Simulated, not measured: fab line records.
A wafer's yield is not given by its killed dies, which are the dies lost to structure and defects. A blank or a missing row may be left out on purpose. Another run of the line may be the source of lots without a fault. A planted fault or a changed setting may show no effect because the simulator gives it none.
What tool caused it? || flow berkeley-cmos170 || Sampling: 15 lots, 45 wafers, 3 of 331 route steps

## WHAT THE GAUGES READ, wafer by wafer
UCB170_M1_CD_MEAS_90 targets a cd of 700 nm.
{"lot": "L255", "measured": "day 8 19:19", "on": "cd-sem-01", "cd-nm (nm)": "699.3 699.0 699.0"}
{"lot": "L254", "measured": "day 8 19:57", "on": "cd-sem-01", "cd-nm (nm)": "698.5 699.4 696.9"}
{"lot": "L256", "measured": "day 9 04:31", "on": "cd-sem-01", "cd-nm (nm)": "700.3 702.1 701.4"}
{"lot": "L259", "measured": "day 9 19:22", "on": "cd-sem-02", "cd-nm (nm)": "699.6 697.8 699.2"}
{"lot": "L258", "measured": "day 9 20:16", "on": "cd-sem-02", "cd-nm (nm)": "698.7 703.7 698.8"}
{"lot": "L261", "measured": "day 9 20:58", "on": "cd-sem-02", "cd-nm (nm)": "- - -"}
{"lot": "L262", "measured": "day 9 21:09", "on": "cd-sem-01", "cd-nm (nm)": "- - -"}
{"lot": "L260", "measured": "day 9 21:28", "on": "cd-sem-02", "cd-nm (nm)": "- - -"}
{"lot": "L270", "measured": "day 11 23:46", "on": "cd-sem-02", "cd-nm (nm)": "702.8 702.5 702.8"}
{"lot": "L273", "measured": "day 12 05:50", "on": "cd-sem-01", "cd-nm (nm)": "697.4 699.0 700.0"}
{"lot": "L272", "measured": "day 12 07:17", "on": "cd-sem-02", "cd-nm (nm)": "698.1 699.1 699.5"}
{"lot": "L271", "measured": "day 12 07:54", "on": "cd-sem-02", "cd-nm (nm)": "700.6 701.5 700.2"}
{"lot": "L274", "measured": "day 12 13:25", "on": "cd-sem-01", "cd-nm (nm)": "702.4 698.7 697.4"}
{"lot": "L276", "measured": "day 13 17:27", "on": "cd-sem-01", "cd-nm (nm)": "698.6 700.1 702.2"}
{"lot": "L277", "measured": "day 13 18:50", "on": "cd-sem-02", "cd-nm (nm)": "699.4 702.5 701.5"}

## WHICH TOOL RAN EACH LOT (tool, then ch and the chambers of the sampled wafers, then the start)
{"lot": "L255", "UCB170_M1_ETCH_11": "rie-diel-01 ch 0,2,3, day 8 19:01", "UCB170_M1_METAL_ETCH_12": "rie-metal-03 ch 0,1, day 8 19:04"}
{"lot": "L254", "UCB170_M1_ETCH_11": "rie-diel-04 ch 0,1, day 8 19:38", "UCB170_M1_METAL_ETCH_12": "rie-metal-02 ch 0,1, day 8 19:40"}
{"lot": "L256", "UCB170_M1_ETCH_11": "rie-diel-04 ch 0,1,2, day 9 04:14", "UCB170_M1_METAL_ETCH_12": "rie-metal-01 ch 0,1, day 9 04:17"}
{"lot": "L259", "UCB170_M1_ETCH_11": "rie-diel-02 ch 0,2,3, day 9 19:05", "UCB170_M1_METAL_ETCH_12": "rie-metal-03 ch 1, day 9 19:07"}
{"lot": "L258", "UCB170_M1_ETCH_11": "rie-diel-02 ch 0,2,3, day 9 19:56", "UCB170_M1_METAL_ETCH_12": "rie-metal-01 ch 0,1, day 9 20:02"}
{"lot": "L261", "UCB170_M1_ETCH_11": "rie-diel-01 ch 2,3, day 9 20:40", "UCB170_M1_METAL_ETCH_12": "rie-metal-03 ch 0,1, day 9 20:43"}
{"lot": "L262", "UCB170_M1_ETCH_11": "rie-diel-04 ch 2,3, day 9 20:52", "UCB170_M1_METAL_ETCH_12": "rie-metal-01 ch 0,1, day 9 20:55"}
{"lot": "L260", "UCB170_M1_ETCH_11": "rie-diel-04 ch 1,2,3, day 9 21:11", "UCB170_M1_METAL_ETCH_12": "rie-metal-03 ch 0,1, day 9 21:14"}
{"lot": "L270", "UCB170_M1_ETCH_11": "rie-diel-01 ch 0,1,3, day 11 23:29", "UCB170_M1_METAL_ETCH_12": "rie-metal-02 ch 0,1, day 11 23:32"}
{"lot": "L273", "UCB170_M1_ETCH_11": "rie-diel-04 ch 0,2, day 12 05:34", "UCB170_M1_METAL_ETCH_12": "rie-metal-03 ch 0,1, day 12 05:37"}
{"lot": "L272", "UCB170_M1_ETCH_11": "rie-diel-02 ch 1,2,3, day 12 07:01", "UCB170_M1_METAL_ETCH_12": "rie-metal-02 ch 0, day 12 07:04"}
{"lot": "L271", "UCB170_M1_ETCH_11": "rie-diel-01 ch 0,1, day 12 07:37", "UCB170_M1_METAL_ETCH_12": "rie-metal-03 ch 0,1, day 12 07:40"}
{"lot": "L274", "UCB170_M1_ETCH_11": "rie-diel-04 ch 0,2, day 12 13:08", "UCB170_M1_METAL_ETCH_12": "rie-metal-03 ch 0,1, day 12 13:11"}
{"lot": "L276", "UCB170_M1_ETCH_11": "rie-diel-01 ch 1,2,3, day 13 17:08", "UCB170_M1_METAL_ETCH_12": "rie-metal-01 ch 0,1, day 13 17:13"}
{"lot": "L277", "UCB170_M1_ETCH_11": "rie-diel-01 ch 0,1,2, day 13 18:34", "UCB170_M1_METAL_ETCH_12": "rie-metal-01 ch 0,1, day 13 18:36"}
- UCB170_M1_ETCH_11: etches BARC in N2/H2.
- UCB170_M1_METAL_ETCH_12: etches Al in Cl2/BCl3, stops on PSG, target depth 780 nm, time 134.2 s.

## AS READ BY THE TOOLS THEMSELVES (means over the sampled wafers that have a number; for cases with no such wafer, the mark the record gives instead)
UCB170_M1_ETCH_11.
{"lot": "L255", "tool": "rie-diel-01", "bias-w (W)": 100.06, "chamber-pressure-mTorr (mTorr)": 30.001, "drypump-motor-current-A (A)": 5.3, "oes-product-au (a.u.)": 1.022, "rf-fwd-power-W (W)": 494.0, "throttle-valve-pct (%)": 13.27}
{"lot": "L254", "tool": "rie-diel-04", "bias-w (W)": 99.72, "chamber-pressure-mTorr (mTorr)": 29.985, "drypump-motor-current-A (A)": 5.9, "oes-product-au (a.u.)": 0.994, "rf-fwd-power-W (W)": 493.5, "throttle-valve-pct (%)": 13.18}
{"lot": "L256", "tool": "rie-diel-04", "bias-w (W)": 100.10, "chamber-pressure-mTorr (mTorr)": 30.002, "drypump-motor-current-A (A)": 5.9, "oes-product-au (a.u.)": 0.992, "rf-fwd-power-W (W)": 496.0, "throttle-valve-pct (%)": 13.20}
{"lot": "L259", "tool": "rie-diel-02", "bias-w (W)": 99.88, "chamber-pressure-mTorr (mTorr)": 29.997, "drypump-motor-current-A (A)": 6.2, "oes-product-au (a.u.)": 0.976, "rf-fwd-power-W (W)": 495.8, "throttle-valve-pct (%)": 13.43}
{"lot": "L258", "tool": "rie-diel-02", "bias-w (W)": 99.80, "chamber-pressure-mTorr (mTorr)": 30.003, "drypump-motor-current-A (A)": 6.2, "oes-product-au (a.u.)": 0.980, "rf-fwd-power-W (W)": 495.8, "throttle-valve-pct (%)": 13.43}
{"lot": "L261", "tool": "rie-diel-01", "bias-w (W)": "-", "chamber-pressure-mTorr (mTorr)": "-", "drypump-motor-current-A (A)": "-", "oes-product-au (a.u.)": "-", "rf-fwd-power-W (W)": "-", "throttle-valve-pct (%)": "-"}
{"lot": "L262", "tool": "rie-diel-04", "bias-w (W)": "-", "chamber-pressure-mTorr (mTorr)": "-", "drypump-motor-current-A (A)": "-", "oes-product-au (a.u.)": "-", "rf-fwd-power-W (W)": "-", "throttle-valve-pct (%)": "-"}
{"lot": "L260", "tool": "rie-diel-04", "bias-w (W)": "-", "chamber-pressure-mTorr (mTorr)": "-", "drypump-motor-current-A (A)": "-", "oes-product-au (a.u.)": "-", "rf-fwd-power-W (W)": "-", "throttle-valve-pct (%)": "-"}
{"lot": "L270", "tool": "rie-diel-01", "bias-w (W)": 100.04, "chamber-pressure-mTorr (mTorr)": 30.019, "drypump-motor-current-A (A)": 5.7, "oes-product-au (a.u.)": 1.033, "rf-fwd-power-W (W)": 493.2, "throttle-valve-pct (%)": 13.34}
{"lot": "L273", "tool": "rie-diel-04", "bias-w (W)": 100.13, "chamber-pressure-mTorr (mTorr)": 30.002, "drypump-motor-current-A (A)": 5.7, "oes-product-au (a.u.)": 0.988, "rf-fwd-power-W (W)": 495.8, "throttle-valve-pct (%)": 13.16}
{"lot": "L272", "tool": "rie-diel-02", "bias-w (W)": 99.79, "chamber-pressure-mTorr (mTorr)": 29.974, "drypump-motor-current-A (A)": 6.1, "oes-product-au (a.u.)": 0.989, "rf-fwd-power-W (W)": 493.8, "throttle-valve-pct (%)": 13.32}
{"lot": "L271", "tool": "rie-diel-01", "bias-w (W)": 99.89, "chamber-pressure-mTorr (mTorr)": 30.007, "drypump-motor-current-A (A)": 5.6, "oes-product-au (a.u.)": 1.016, "rf-fwd-power-W (W)": 494.0, "throttle-valve-pct (%)": 13.13}
{"lot": "L274", "tool": "rie-diel-04", "bias-w (W)": 99.66, "chamber-pressure-mTorr (mTorr)": 30.010, "drypump-motor-current-A (A)": 5.8, "oes-product-au (a.u.)": 0.983, "rf-fwd-power-W (W)": 495.9, "throttle-valve-pct (%)": 13.16}
{"lot": "L276", "tool": "rie-diel-01", "bias-w (W)": 100.00, "chamber-pressure-mTorr (mTorr)": 30.018, "drypump-motor-current-A (A)": 5.4, "oes-product-au (a.u.)": 1.022, "rf-fwd-power-W (W)": 493.8, "throttle-valve-pct (%)": 13.35}
{"lot": "L277", "tool": "rie-diel-01", "bias-w (W)": 100.26, "chamber-pressure-mTorr (mTorr)": 29.994, "drypump-motor-current-A (A)": 5.3, "oes-product-au (a.u.)": 1.012, "rf-fwd-power-W (W)": 495.6, "throttle-valve-pct (%)": 13.14}

UCB170_M1_METAL_ETCH_12.
{"lot": "L255", "tool": "rie-metal-03", "bcl3-flow-sccm (sccm)": 45.04, "chamber-pressure-mTorr (mTorr)": 11.998, "drypump-motor-current-A (A)": 5.7, "oes-product-au (a.u.)": 0.864, "throttle-valve-pct (%)": 24.69}
{"lot": "L254", "tool": "rie-metal-02", "bcl3-flow-sccm (sccm)": 45.00, "chamber-pressure-mTorr (mTorr)": 12.002, "drypump-motor-current-A (A)": 5.2, "oes-product-au (a.u.)": 0.874, "throttle-valve-pct (%)": 24.53}
{"lot": "L256", "tool": "rie-metal-01", "bcl3-flow-sccm (sccm)": 45.05, "chamber-pressure-mTorr (mTorr)": 11.985, "drypump-motor-current-A (A)": 5.7, "oes-product-au (a.u.)": 0.856, "throttle-valve-pct (%)": 24.26}
{"lot": "L259", "tool": "rie-metal-03", "bcl3-flow-sccm (sccm)": 44.90, "chamber-pressure-mTorr (mTorr)": 12.010, "drypump-motor-current-A (A)": 6.2, "oes-product-au (a.u.)": 0.859, "throttle-valve-pct (%)": 24.87}
{"lot": "L258", "tool": "rie-metal-01", "bcl3-flow-sccm (sccm)": 45.06, "chamber-pressure-mTorr (mTorr)": 12.000, "drypump-motor-current-A (A)": 5.8, "oes-product-au (a.u.)": 0.848, "throttle-valve-pct (%)": 24.31}
{"lot": "L261", "tool": "rie-metal-03", "bcl3-flow-sccm (sccm)": 45.09, "chamber-pressure-mTorr (mTorr)": 12.000, "drypump-motor-current-A (A)": 6.0, "oes-product-au (a.u.)": 0.380, "throttle-valve-pct (%)": 25.01}
{"lot": "L262", "tool": "rie-metal-01", "bcl3-flow-sccm (sccm)": 45.03, "chamber-pressure-mTorr (mTorr)": 12.006, "drypump-motor-current-A (A)": 5.7, "oes-product-au (a.u.)": 0.377, "throttle-valve-pct (%)": 24.48}
{"lot": "L260", "tool": "rie-metal-03", "bcl3-flow-sccm (sccm)": 45.18, "chamber-pressure-mTorr (mTorr)": 11.998, "drypump-motor-current-A (A)": 6.0, "oes-product-au (a.u.)": 0.378, "throttle-valve-pct (%)": 25.00}
{"lot": "L270", "tool": "rie-metal-02", "bcl3-flow-sccm (sccm)": 44.95, "chamber-pressure-mTorr (mTorr)": 11.995, "drypump-motor-current-A (A)": 5.2, "oes-product-au (a.u.)": 0.877, "throttle-valve-pct (%)": 24.53}
{"lot": "L273", "tool": "rie-metal-03", "bcl3-flow-sccm (sccm)": 45.05, "chamber-pressure-mTorr (mTorr)": 12.009, "drypump-motor-current-A (A)": 6.0, "oes-product-au (a.u.)": 0.869, "throttle-valve-pct (%)": 24.78}
{"lot": "L272", "tool": "rie-metal-02", "bcl3-flow-sccm (sccm)": 44.94, "chamber-pressure-mTorr (mTorr)": 12.011, "drypump-motor-current-A (A)": 5.4, "oes-product-au (a.u.)": 0.859, "throttle-valve-pct (%)": 24.87}
{"lot": "L271", "tool": "rie-metal-03", "bcl3-flow-sccm (sccm)": 44.98, "chamber-pressure-mTorr (mTorr)": 12.000, "drypump-motor-current-A (A)": 5.7, "oes-product-au (a.u.)": 0.859, "throttle-valve-pct (%)": 24.68}
{"lot": "L274", "tool": "rie-metal-03", "bcl3-flow-sccm (sccm)": 44.92, "chamber-pressure-mTorr (mTorr)": 11.997, "drypump-motor-current-A (A)": 5.7, "oes-product-au (a.u.)": 0.872, "throttle-valve-pct (%)": 24.69}
{"lot": "L276", "tool": "rie-metal-01", "bcl3-flow-sccm (sccm)": 44.99, "chamber-pressure-mTorr (mTorr)": 12.002, "drypump-motor-current-A (A)": 5.7, "oes-product-au (a.u.)": 0.863, "throttle-valve-pct (%)": 24.25}
{"lot": "L277", "tool": "rie-metal-01", "bcl3-flow-sccm (sccm)": 44.89, "chamber-pressure-mTorr (mTorr)": 12.003, "drypump-motor-current-A (A)": 5.7, "oes-product-au (a.u.)": 0.854, "throttle-valve-pct (%)": 24.26}

## THE ANSWER, worked out from the rows above alone
Rule: what is usual is taken from the lots themselves. Put in order of their means at a reading, lots are off if they are a third of the lots or fewer, leave a main group of 4 or more, and stand apart from it by a gap of 3 or more times the standard deviation of the main group's means; of several such gaps the widest counts. If all means in a main group match to the digits the tables above print for the reading, that group is not used. A lot without any number at a reading at which 4 lots or more have one is off too. The other lots that the step has rows for count as sound. The gauges are gone through in route order, then the tools' own readings, and for those a lot's mean is taken as printed above. At the first step where some lot is off, the reading lying furthest off is the one used; lots without a number count as furthest.
Off, at UCB170_M1_CD_MEAS_90 on cd-nm: L261, L262, L260. Without a number there: L261, L262, L260. For the main group the mean is 700.0 nm and the standard deviation 1.3.
A tool fits if, at a process step before that reading, it ran every lot that is off, and no sound lot after the first of them. The gauges at UCB170_M1_CD_MEAS_90 aren't tried: what is off there is off at UCB170_M1_ETCH_11 too, on other tools, and a gauge's error can't cause that. None of those tried fits.

## WHAT THE SIMULATOR PUT IN
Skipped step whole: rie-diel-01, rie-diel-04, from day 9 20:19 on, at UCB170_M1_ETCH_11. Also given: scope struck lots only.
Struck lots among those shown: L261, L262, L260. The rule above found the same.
